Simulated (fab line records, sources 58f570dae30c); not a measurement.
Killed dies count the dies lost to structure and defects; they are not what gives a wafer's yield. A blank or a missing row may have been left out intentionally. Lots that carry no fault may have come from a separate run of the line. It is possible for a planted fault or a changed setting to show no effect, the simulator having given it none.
fab line records	flow berkeleyCmos170
record: lots: 5	wafers: 23
route steps=331 shown NWELL@18 ACTIVE@70 PVT@122 PLDD@148 PSD@183 CONTACT@220 M1@242 M2@289
startH: hours from the record's opening day to when the first of the lot's shown wafers began	waitH: how many hours have passed since the lot's step before this one	" as in the row above	L1.1+2: a single row standing in for several wafers	- no value present, or no start provided	* or withheld: withheld	< > ~ a bound
route shown NAME@n: names a module that has steps shown in the file, with the first one's number in the route	usual: mean/standard deviation taken from wafers without a fault	same: alike in all rows	chamber/n: place in a boat	sites: each site's reading	_std_site: how widely they spread, as a standard deviation	_edge_site: the outer-site mean with the inner-site mean subtracted	radiusMm: how far each site lies from the wafer's centre	mask NAME#n: copy n	behind: the last tool/chamber to shape the wafer	hold: the reason the lot was held/the length of the hold in hours/how it ended	device: names the non-switching transistor (n, p or np)	end of line: the same wafers' tests at the end of the route	for a step that has no rows: nothing shown but its recipe	killed: the dies lost at the first sort to structure and to defects; this is not the yield of the wafer	map: per-die view of a wafer (x killed, . not killed, _ where there is no die)
set.NAME: the run value of the setting; set.NAME@STEP: its run value at that earlier step	model.NAME: the simulator's own value behind a step, which no gauge read
lots where settings were altered on purpose, with a table for each step and a row for each wafer
== steps ==
step: UCB170_NWELL_CVD_04
recipe: material: Si3N4	targetThkNm: 224	tempC: 800	precursor: SiH2Cl2/NH3	timeS: 3360	pressureMtorr: 200	sih2cl2FlowSccm: 25	nh3FlowSccm: 75
lot.wafer	tool	chamber	startH	waitH	set.timeS	model.Si3N4_of_NWELL_CVD_04.thkNm
L078.1	-	-	-	0.0	2945	197.4
L078.2	"	-	"	"	2945	198.3
L078.4	"	-	"	"	2945	196.8
L078.5	"	-	"	"	2945	199.3
L078.6	"	-	"	"	2945	197.8
L079.1	-	-	-	0.6	2865	192.1
L079.2	"	-	"	"	2865	192.9
L079.3	"	-	"	"	2865	192
L079.5	"	-	"	"	2865	194
L079.6	"	-	"	"	2865	192.5
L081.1	lpcvd-02	0	68.13	0.0	3360	225.5
L081.2	"	0	"	"	3360	225.3
L081.6	"	0	"	"	3360	225.4
L084.1	-	-	-	0.4	3649	244.8
L084.2	"	-	"	"	3649	244
L084.4	"	-	"	"	3649	243.3
L084.5	"	-	"	"	3649	243.9
L084.6	"	-	"	"	3649	244.1
L085.1	-	-	-	0.0	2861	191.5
L085.2	"	-	"	"	2861	188.8
L085.4	"	-	"	"	2861	188.7
L085.5	"	-	"	"	2861	190.2
L085.6	"	-	"	"	2861	188.2
step: UCB170_NWELL_THK_MEAS_05
recipe: reads: Si3N4_of_NWELL_CVD_04
usual: NWELL_NITRIDE_THK: 225.1/1.7
lot.wafer	tool	chamber	startH	waitH	set.timeS@NWELL_CVD_04	NWELL_NITRIDE_THK[nm]
L078.1	filmMetro-01	-	-	-	2945	197.3
L078.2	"	-	"	"	2945	198.2
L078.4	"	-	"	"	2945	196.8
L078.5	"	-	"	"	2945	199.2
L078.6	"	-	"	"	2945	197.8
L079.1	filmMetro-01	-	-	-	2865	191.9
L079.2	"	-	"	"	2865	193.0
L079.3	"	-	"	"	2865	192.0
L079.5	"	-	"	"	2865	194.1
L079.6	"	-	"	"	2865	192.5
L081.1	filmMetro-01	-	70.06	0.0	3360	225.4
L081.2	"	-	"	"	3360	225.4
L081.6	"	-	"	"	3360	225.5
L084.1	filmMetro-01	-	-	-	3649	245.1
L084.2	"	-	"	"	3649	243.9
L084.4	"	-	"	"	3649	243.4
L084.5	"	-	"	"	3649	244.2
L084.6	"	-	"	"	3649	244.2
L085.1	filmMetro-02	-	-	-	2861	191.5
L085.2	"	-	"	"	2861	188.8
L085.4	"	-	"	"	2861	188.7
L085.5	"	-	"	"	2861	190.3
L085.6	"	-	"	"	2861	188.3
step: UCB170_NWELL_ETCH_13
recipe: chemistry: CH3F/Ar/O2	target: Si3N4	stopOn: SiO2	CH3F_flow_sccm: 20	Ar_flow_sccm: 50	O2_flow_sccm: 7	pressureMtorr: 50	rfW: 450	targetDepthA: 2464	overEtchFrac: 0.1	timeS: 154
usual: oesProductAu: 0.946/0.019
lot.wafer	tool	chamber	startH	waitH	set.timeS	set.timeS@NWELL_CVD_04	oesProductAu	model.etch.depthNm	model.KrF_of_NWELL_COAT_07.thkNm
L078.1	rieDiel-02	3	55.64	0.0	146.5	2945	0.906	197.4	721.6
L078.2	"	0	"	"	146.5	2945	0.887	198.3	726.5
L078.4	"	2	"	"	154	2945	0.849	196.8	715.8
L078.5	"	2	"	"	154	2945	0.860	199.3	715.5
L078.6	"	1	"	"	154	2945	0.889	197.8	710.4
L079.1	rieDiel-04	2	61.22	0.0	146.9	2865	0.878	-	719.9
L079.2	"	3	"	"	146.9	2865	0.864	192.9	723.7
L079.3	"	1	"	"	154	2865	0.874	192	711
L079.5	"	3	"	"	154	2865	0.851	-	714.2
L079.6	"	2	"	"	146.9	2865	0.874	-	721.4
L081.1	rieDiel-04	1	71.14	0.0	154	3360	0.959	225.5	720.1
L081.2	"	3	"	"	154	3360	0.916	225.3	718.2
L081.6	"	2	"	"	154	3360	0.942	225.4	717
L084.1	rieDiel-01	1	85.93	0.0	162.5	3649	1.003	244.8	716
L084.2	"	2	"	"	162.5	3649	0.986	244	716.9
L084.4	"	2	"	"	154	3649	1.004	243.3	727.4
L084.5	"	3	"	"	154	3649	1.006	243.9	722.6
L084.6	"	1	"	"	162.5	3649	0.999	244.1	714
L085.1	rieDiel-01	0	91.55	0.0	154	2861	0.866	191.5	722.8
L085.2	"	2	"	"	154	2861	0.869	-	724.4
L085.4	"	3	"	"	154	2861	0.885	188.7	724.1
L085.5	"	0	"	"	154	2861	0.864	-	721.5
L085.6	"	1	"	"	154	2861	0.875	188.2	717.4
step: UCB170_NWELL_IMPLANT_14
recipe: species: P	doseCm2: 1e+13	energyKev: 152.3	tiltDeg: 7
step: UCB170_NWELL_STRIP_15
recipe: chemistry: O2	powerW: 400	pressureMtorr: 3500	platenTempC: withheld	o2FlowSccm: 400	overashFraction: 0.5
usual: stripTimeToEndpointS: 17.96/0.099
lot.wafer	tool	chamber	startH	waitH	set.timeS@NWELL_ETCH_13	stripTimeToEndpointS
L078.1	plasmaAsher-04	0	55.89	0.1	146.5	18.00
L078.2	"	1	"	"	146.5	18.14
L078.4	"	1	"	"	154	17.87
L078.5	"	0	"	"	154	17.86
L078.6	"	1	"	"	154	17.75
L079.1	plasmaAsher-04	0	61.48	0.1	146.9	17.98
L079.2	"	1	"	"	146.9	18.06
L079.3	"	0	"	"	154	17.77
L079.5	"	0	"	"	154	17.83
L079.6	"	1	"	"	146.9	18.01
L081.1	plasmaAsher-01	1	71.39	0.1	154	17.96
L081.2	"	0	"	"	154	17.94
L081.6	"	1	"	"	154	17.91
L084.1	plasmaAsher-03	1	86.19	0.1	162.5	17.87
L084.2	"	0	"	"	162.5	17.92
L084.4	"	0	"	"	154	18.16
L084.5	"	0	"	"	154	18.04
L084.6	"	1	"	"	162.5	17.83
L085.1	plasmaAsher-01	0	91.80	0.1	154	18.04
L085.2	"	1	"	"	154	18.10
L085.4	"	0	"	"	154	18.07
L085.5	"	0	"	"	154	18.01
L085.6	"	1	"	"	154	17.92
step: UCB170_ACTIVE_EXPOSE_10
recipe: maskId: ACTIVE	targetCdNm: 1200	na: 0.5	sigmaOuter: 0.6	sourceShape: conventional	doseMj: 20
lot.wafer	tool	chamber	startH	waitH	mask	set.doseMj
L078.1+5	krfScanner-01	0	108.05	0.4	ACTIVE#0	20
L078.2+4+6	"	0	"	"	ACTIVE#0	19.55
L079.1+2+3+5+6	krfScanner-01	0	108.54	0.4	ACTIVE#0	20
L081.1+2+6	krfScanner-01	0	121.39	0.3	ACTIVE#0	20
L084.1+5+6	krfScanner-02	0	136.18	0.1	ACTIVE#0	18.67
L084.2+4	"	0	"	"	ACTIVE#0	20
L085.1+6	krfScanner-01	0	145.24	0.1	ACTIVE#0	20.5
L085.2+4+5	"	0	"	"	ACTIVE#0	20
step: UCB170_ACTIVE_PEB_11
recipe: pebTempC: 130	pebTimeS: withheld	resist: KrF
step: UCB170_ACTIVE_DEVELOP_12
recipe: developer: TMAH	developTimeS: 45	resist: KrF	devTempC: 21
step: UCB170_ACTIVE_CD_MEAS_13
recipe: targetCdNm: 1200
usual: cdNm: 1200.3/1.5
lot.wafer	tool	chamber	startH	waitH	set.doseMj@ACTIVE_EXPOSE_10	cdNm
L078.1	cdSem-01	-	113.76	-	20	1200.1
L078.2	"	-	"	"	19.55	1203.5
L078.4	"	-	"	"	19.55	1204.2
L078.5	"	-	"	"	20	1198.3
L078.6	"	-	"	"	19.55	1204.0
L079.1	cdSem-01	-	114.00	-	20	1201.0
L079.2	"	-	"	"	20	1201.3
L079.3	"	-	"	"	20	1200.4
L079.5	"	-	"	"	20	1200.2
L079.6	"	-	"	"	20	1200.6
L081.1	cdSem-01	-	122.35	-	20	1202.9
L081.2	"	-	"	"	20	1201.5
L081.6	"	-	"	"	20	1203.3
L084.1	cdSem-02	-	136.73	-	18.67	1212.7
L084.2	"	-	"	"	20	1199.8
L084.4	"	-	"	"	20	1199.8
L084.5	"	-	"	"	18.67	1212.0
L084.6	"	-	"	"	18.67	1213.9
L085.1	cdSem-02	-	145.65	-	20.5	1194.5
L085.2	"	-	"	"	20	1199.9
L085.4	"	-	"	"	20	1199.6
L085.5	"	-	"	"	20	1199.0
L085.6	"	-	"	"	20.5	1193.6
step: UCB170_ACTIVE_ETCH_15
recipe: chemistry: CH3F/Ar/O2	target: Si3N4	stopOn: SiO2	CH3F_flow_sccm: 20	Ar_flow_sccm: 50	O2_flow_sccm: 7	pressureMtorr: 50	rfW: 450	targetDepthA: 2420	overEtchFrac: 0.1	timeS: 151
lot.wafer	tool	chamber	startH	waitH	set.doseMj@ACTIVE_EXPOSE_10	model.ACTIVE.cdNm
L078.1	rieDiel-02	3	113.92	0.0	20	1200
L078.2+4+6	"	1,2,2	"	"	19.55	1204
L078.5	"	1	"	"	20	1198
L079.1+2	rieDiel-04	1,2	114.16	0.0	20	1201
L079.3+5+6	"	3,1,0	"	"	20	1200
L081.1+6	rieDiel-03	3,1	122.50	0.0	20	1203
L081.2	"	2	"	"	20	1202
L084.1	rieDiel-04	0	136.89	0.0	18.67	1213
L084.2+4	"	1,2	"	"	20	1200
L084.5	"	3	"	"	18.67	-
L084.6	"	2	"	"	18.67	1214
L085.1+6	rieDiel-04	2,1	145.80	0.0	20.5	1194
L085.2+4	"	0,3	"	"	20	1200
L085.5	"	2	"	"	20	1199
step: UCB170_ACTIVE_STRIP_16
recipe: chemistry: O2	powerW: 400	pressureMtorr: 3500	platenTempC: withheld	o2FlowSccm: 400	overashFraction: 0.5
step: UCB170_ACTIVE_CD_MEAS_90
recipe: targetCdNm: 1200
usual: cdNm: 1200.3/1.4
lot.wafer	tool	chamber	startH	waitH	set.doseMj@ACTIVE_EXPOSE_10	cdNm
L078.1	cdSem-01	-	115.32	1.3	20	1199.9
L078.2	"	-	"	"	19.55	1203.7
L078.4	"	-	"	"	19.55	1203.9
L078.5	"	-	"	"	20	1198.4
L078.6	"	-	"	"	19.55	1204.4
L079.1	cdSem-01	-	115.56	1.3	20	1201.3
L079.2	"	-	"	"	20	1201.1
L079.3	"	-	"	"	20	1200.0
L079.5	"	-	"	"	20	1200.0
L079.6	"	-	"	"	20	1200.2
L081.1	cdSem-01	-	123.19	0.6	20	1202.9
L081.2	"	-	"	"	20	1201.9
L081.6	"	-	"	"	20	1203.6
L084.1	cdSem-01	-	137.12	0.1	18.67	1213.2
L084.2	"	-	"	"	20	1199.7
L084.4	"	-	"	"	20	1200.0
L084.5	"	-	"	"	18.67	1212.4
L084.6	"	-	"	"	18.67	1214.0
L085.1	cdSem-01	-	146.00	0.1	20.5	1194.6
L085.2	"	-	"	"	20	1199.6
L085.4	"	-	"	"	20	1199.4
L085.5	"	-	"	"	20	1198.8
L085.6	"	-	"	"	20.5	1193.9
step: UCB170_PVT_IMPLANT_07
recipe: species: P	doseCm2: 2e+12	energyKev: 30	tiltDeg: 7
lot.wafer	tool	chamber	startH	waitH	set.energyKev	model.implant.drpNm
L078.1+4+5	implanter-01	0	154.43	0.0	30	16.56
L078.2+6	"	0	"	"	30.58	16.83
L079.1+6	implanter-04	0	154.71	0.0	30	16.56
L079.2+3+5	"	0	"	"	29.01	16.23
L081.1+2+6	implanter-01	0	162.46	0.0	30	16.56
L084.1+2	implanter-03	0	180.63	0.0	30	16.56
L084.4+5+6	"	0	"	"	28.65	16.11
L085.1+5	implanter-01	0	186.57	0.0	30	16.56
L085.2+4+6	"	0	"	"	28.48	16.05
step: UCB170_PLDD_EXPOSE_03
recipe: maskId: PSELECT	na: 0.5	sigmaOuter: 0.6	sourceShape: conventional	targetCdNm: 1200	doseMj: 30
lot.wafer	tool	chamber	startH	waitH	mask	set.doseMj
L078.1+4	krfScanner-02	0	170.81	0.4	PSELECT#0	31.53
L078.2+5+6	"	0	"	"	PSELECT#0	30
L079.1+5+6	krfScanner-01	0	171.47	0.2	PSELECT#0	27.75
L079.2+3	"	0	"	"	PSELECT#0	30
L081.1+2+6	krfScanner-02	0	177.88	0.3	PSELECT#0	30
L084.1+2+4+5+6	krfScanner-02	0	198.22	0.3	PSELECT#0	30
L085.1+6	krfScanner-02	0	198.46	0.1	PSELECT#0	29.09
L085.2+4+5	"	0	"	"	PSELECT#0	30
step: UCB170_PLDD_PEB_04
recipe: pebTempC: 130.4	pebTimeS: withheld	resist: KrF
step: UCB170_PLDD_DEVELOP_05
recipe: developer: TMAH	developTimeS: 45	resist: KrF	devTempC: 21
step: UCB170_PLDD_CD_MEAS_06
recipe: targetCdNm: 1200
usual: cdNm: 1199.8/1.6
lot.wafer	tool	chamber	startH	waitH	set.doseMj@PLDD_EXPOSE_03	cdNm
L078.1	cdSem-02	-	171.65	-	31.53	1208.1
L078.2	"	-	"	"	30	1197.4
L078.4	"	-	"	"	31.53	1206.7
L078.5	"	-	"	"	30	1197.6
L078.6	"	-	"	"	30	1199.5
L079.1	cdSem-01	-	172.02	-	27.75	1184.6
L079.2	"	-	"	"	30	1198.4
L079.3	"	-	"	"	30	1198.4
L079.5	"	-	"	"	27.75	1186.0
L079.6	"	-	"	"	27.75	1186.5
L081.1	cdSem-01	-	178.28	-	30	1198.0
L081.2	"	-	"	"	30	1199.1
L081.6	"	-	"	"	30	1199.7
L084.1	cdSem-01	-	199.05	-	30	1201.7
L084.2	"	-	"	"	30	1202.9
L084.4	"	-	"	"	30	1200.7
L084.5	"	-	"	"	30	1201.7
L084.6	"	-	"	"	30	1201.1
L085.1	cdSem-02	-	199.32	-	29.09	1196.1
L085.2	"	-	"	"	30	1202.3
L085.4	"	-	"	"	30	1203.5
L085.5	"	-	"	"	30	1200.8
L085.6	"	-	"	"	29.09	1196.6
step: UCB170_PSD_IMPLANT_08
recipe: species: B	doseCm2: 3e+15	energyKev: 20	tiltDeg: 7
lot.wafer	tool	chamber	startH	waitH	set.energyKev	model.implant.rpNm	model.implant.drpNm
L079.1+6	implanter-03	0	181.97	0.0	19.07	64.47	27.41
L079.2+3+5	"	0	"	"	20	67.58	28.34
L078.1+2+4	implanter-02	0	182.17	0.0	21.03	68.6	29.5
L078.5+6	"	0	"	"	20	65.27	28.34
L081.1+2+6	implanter-03	0	190.08	0.0	20	65.71	28.34
L084.1+2+6	implanter-03	0	210.30	0.0	20	64.46	28.34
L084.4+5	"	0	"	"	20.65	66.53	29.04
L085.1+2	implanter-02	0	210.47	0.0	20	66.27	28.34
L085.4+5+6	"	0	"	"	19.13	63.42	27.47
step: UCB170_PSD_STRIP_09
recipe: chemistry: O2	powerW: 400	pressureMtorr: 3500	platenTempC: withheld	o2FlowSccm: 400	overashFraction: 0.5
usual: stripTimeToEndpointS: 29.40/0.088
lot.wafer	tool	chamber	startH	waitH	set.energyKev@PSD_IMPLANT_08	stripTimeToEndpointS
L079.1	plasmaAsher-01	1	182.12	0.1	19.07	29.12
L079.2	"	0	"	"	20	29.50
L079.3	"	0	"	"	20	29.57
L079.5	"	1	"	"	20	29.41
L079.6	"	0	"	"	19.07	29.07
L078.1	plasmaAsher-02	0	182.32	0.1	21.03	29.68
L078.2	"	1	"	"	21.03	29.69
L078.4	"	0	"	"	21.03	29.71
L078.5	"	0	"	"	20	29.29
L078.6	"	1	"	"	20	29.27
L081.1	plasmaAsher-03	0	190.23	0.1	20	29.29
L081.2	"	1	"	"	20	29.38
L081.6	"	1	"	"	20	29.37
L084.1	plasmaAsher-01	0	210.45	0.1	20	29.36
L084.2	"	1	"	"	20	29.38
L084.4	"	0	"	"	20.65	29.63
L084.5	"	0	"	"	20.65	29.66
L084.6	"	1	"	"	20	29.34
L085.1	plasmaAsher-03	0	210.62	0.1	20	29.47
L085.2	"	1	"	"	20	29.51
L085.4	"	0	"	"	19.13	29.12
L085.5	"	1	"	"	19.13	29.12
L085.6	"	0	"	"	19.13	29.12
step: UCB170_CONTACT_COAT_04
recipe: resist: KrF	spinRpm: 1500	resistThkNm: 900
lot.wafer	tool	chamber	startH	waitH	set.resistThkNm	model.KrF_of_CONTACT_COAT_04.thkNm
L079.1	lithoTrack-03	0	189.68	0.1	900	897.2
L079.2	"	0	"	"	936	934.3
L079.3	"	0	"	"	900	898.7
L079.5	"	0	"	"	936	932.2
L079.6	"	0	"	"	936	935.8
L078.1	lithoTrack-04	0	189.72	0.1	900	901.7
L078.2+4	"	0	"	"	873.5	875.5
L078.5	"	0	"	"	873.5	874.6
L078.6	"	0	"	"	900	901.4
L081.1	lithoTrack-01	0	200.37	0.1	900	902.3
L081.2	"	0	"	"	900	901.1
L081.6	"	0	"	"	900	901.6
L084.1	lithoTrack-04	0	218.42	0.1	900	903.2
L084.2	"	0	"	"	880.5	883.7
L084.4	"	0	"	"	900	904.5
L084.5	"	0	"	"	880.5	882.4
L084.6	"	0	"	"	900	900.5
L085.1	lithoTrack-01	0	220.51	0.1	900	903
L085.2	"	0	"	"	900	902.4
L085.4	"	0	"	"	900	902.9
L085.5	"	0	"	"	900	906.1
L085.6	"	0	"	"	900	903.3
step: UCB170_CONTACT_SOFTBAKE_05
recipe: resist: KrF	tempC: 130	timeS: 60
step: UCB170_CONTACT_STRIP_06
recipe: chemistry: O2	powerW: 400	pressureMtorr: 3500	platenTempC: withheld	o2FlowSccm: 400	overashFraction: 0.5
usual: stripTimeToEndpointS: 21.99/0.059
lot.wafer	tool	chamber	startH	waitH	set.resistThkNm@CONTACT_COAT_04	stripTimeToEndpointS
L079.1	plasmaAsher-03	1	189.98	0.1	900	21.90
L079.2	"	0	"	"	936	22.78
L079.3	"	0	"	"	900	21.93
L079.5	"	0	"	"	936	22.74
L079.6	"	1	"	"	936	22.82
L078.1	plasmaAsher-01	0	190.02	0.1	900	22.00
L078.2	"	1	"	"	873.5	21.39
L078.4	"	1	"	"	873.5	21.39
L078.5	"	0	"	"	873.5	21.36
L078.6	"	1	"	"	900	22.01
L081.1	plasmaAsher-04	1	200.67	0.1	900	22.02
L081.2	"	0	"	"	900	22.00
L081.6	"	1	"	"	900	22.01
L084.1	plasmaAsher-04	0	218.72	0.1	900	22.05
L084.2	"	1	"	"	880.5	21.59
L084.4	"	1	"	"	900	22.07
L084.5	"	1	"	"	880.5	21.55
L084.6	"	0	"	"	900	21.99
L085.1	plasmaAsher-01	1	220.81	0.1	900	22.03
L085.2	"	0	"	"	900	22.03
L085.4	"	1	"	"	900	22.05
L085.5	"	1	"	"	900	22.11
L085.6	"	0	"	"	900	22.04
step: UCB170_M1_COAT_04
recipe: resist: KrF	spinRpm: 1500	resistThkNm: 900
lot.wafer	tool	chamber	startH	waitH	set.spinRpm	model.KrF_of_M1_COAT_04.thkNm
L079.1+5	lithoTrack-02	0	-	-	1500	899.8
L079.2	"	0	"	"	1500	899.6
L079.3	"	0	"	"	1500	899.3
L079.6	"	0	"	"	1500	901.4
L078.1	lithoTrack-01	0	-	-	1594	871.3
L078.2	"	0	"	"	1500	900.4
L078.4	"	0	"	"	1594	874.7
L078.5	"	0	"	"	1500	901.1
L078.6	"	0	"	"	1500	901.8
L081.1	lithoTrack-02	0	-	-	1500	904
L081.2	"	0	"	"	1500	905.3
L081.6	"	0	"	"	1500	903.7
L084.1	lithoTrack-03	0	-	-	1500	898.6
L084.2	"	0	"	"	1592	872.2
L084.4	"	0	"	"	1592	875.5
L084.5	"	0	"	"	1500	899.8
L084.6	"	0	"	"	1592	872
L085.1	lithoTrack-01	0	-	-	1436	921.5
L085.2	"	0	"	"	1500	901.5
L085.4	"	0	"	"	1436	919.6
L085.5	"	0	"	"	1500	900.2
L085.6	"	0	"	"	1500	903.2
step: UCB170_M2_METAL_ETCH_18
recipe: chemistry: Cl2/BCl3	target: Al	stopOn: SiO2	pressureMtorr: 12	targetDepthA: 11700	overEtchFrac: 0.3	timeS: 195	icpW: 600	biasW: 120	Cl2_flow_sccm: 90	bcl3FlowSccm: 45
lot.wafer	tool	chamber	startH	waitH	set.timeS	model.SiO2_of_V1_CVD_00.thkNm
L079.1	rieMetal-01	1	201.56	-	215.8	931.7
L079.2	"	0	"	"	195	936.5
L079.3	"	0	"	"	195	936.3
L079.5	"	0	"	"	215.8	930.1
L079.6	"	1	"	"	195	939
L078.1	rieMetal-04	1	203.07	-	195	937.9
L078.2	"	0	"	"	212.9	934.9
L078.4	"	0	"	"	195	941.1
L078.5	"	0	"	"	195	941
L078.6	"	1	"	"	212.9	930.7
L081.1	rieMetal-03	0	212.36	-	195	941
L081.2	"	1	"	"	195	938.5
L081.6	"	1	"	"	195	938.3
L084.1	rieMetal-03	0	228.71	-	195	941.1
L084.2	"	1	"	"	195	940.4
L084.4	"	1	"	"	195	939
L084.5	"	1	"	"	195	940.3
L084.6	"	0	"	"	195	940.1
L085.1	rieMetal-01	0	231.72	-	195	935.8
L085.2+6	"	0	"	"	195	937.5
L085.4	"	0	"	"	195	935.2
L085.5	"	0	"	"	195	936.8
== key ==
split: step: UCB170_NWELL_CVD_04	setting: timeS	stated: 3360	by: lot
response: step: UCB170_NWELL_CVD_04	reading: model.Si3N4_of_NWELL_CVD_04.thkNm	change: +2.26	per: 1%	r: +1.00
response: step: UCB170_NWELL_THK_MEAS_05	reading: NWELL_NITRIDE_THK	change: +2.26	per: 1%	r: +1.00
response: step: UCB170_NWELL_ETCH_13	reading: oesProductAu	change: +0.00548	per: 1%	r: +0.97
response: step: UCB170_NWELL_ETCH_13	reading: model.etch.depthNm	change: +2.25	per: 1%	r: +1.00
split: step: UCB170_NWELL_ETCH_13	setting: timeS	stated: 154	by: wafer
response: step: UCB170_NWELL_ETCH_13	reading: model.KrF_of_NWELL_COAT_07.thkNm	change: -1.89	per: 1%	r: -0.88
response: step: UCB170_NWELL_STRIP_15	reading: stripTimeToEndpointS	change: *	per: 1%	r: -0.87
split: step: UCB170_ACTIVE_EXPOSE_10	setting: doseMj	stated: 20	by: wafer
response: step: UCB170_ACTIVE_CD_MEAS_13	reading: cdNm	change: -2	per: 1%	r: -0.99
response: step: UCB170_ACTIVE_ETCH_15	reading: model.ACTIVE.cdNm	change: -2.04	per: 1%	r: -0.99
response: step: UCB170_ACTIVE_CD_MEAS_90	reading: cdNm	change: -2.02	per: 1%	r: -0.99
split: step: UCB170_PVT_IMPLANT_07	setting: energyKev	stated: 30	by: wafer
response: step: UCB170_PVT_IMPLANT_07	reading: model.implant.drpNm	change: +0.103	per: 1%	r: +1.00
split: step: UCB170_PLDD_EXPOSE_03	setting: doseMj	stated: 30	by: wafer
response: step: UCB170_PLDD_CD_MEAS_06	reading: cdNm	change: +1.75	per: 1%	r: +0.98
split: step: UCB170_PSD_IMPLANT_08	setting: energyKev	stated: 20	by: wafer
response: step: UCB170_PSD_IMPLANT_08	reading: model.implant.rpNm	change: +0.653	per: 1%	r: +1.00
response: step: UCB170_PSD_IMPLANT_08	reading: model.implant.drpNm	change: +0.211	per: 1%	r: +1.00
response: step: UCB170_PSD_STRIP_09	reading: stripTimeToEndpointS	change: *	per: 1%	r: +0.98
split: step: UCB170_CONTACT_COAT_04	setting: resistThkNm	stated: 900	by: wafer
response: step: UCB170_CONTACT_COAT_04	reading: model.KrF_of_CONTACT_COAT_04.thkNm	change: +9.02	per: 1%	r: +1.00
response: step: UCB170_CONTACT_STRIP_06	reading: stripTimeToEndpointS	change: *	per: 1%	r: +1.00
split: step: UCB170_M1_COAT_04	setting: spinRpm	stated: 1500	by: wafer
response: step: UCB170_M1_COAT_04	reading: model.KrF_of_M1_COAT_04.thkNm	change: -4.38	per: 1%	r: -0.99
split: step: UCB170_M2_METAL_ETCH_18	setting: timeS	stated: 195	by: wafer
response: step: UCB170_M2_METAL_ETCH_18	reading: model.SiO2_of_V1_CVD_00.thkNm	change: -0.677	per: 1%	r: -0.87
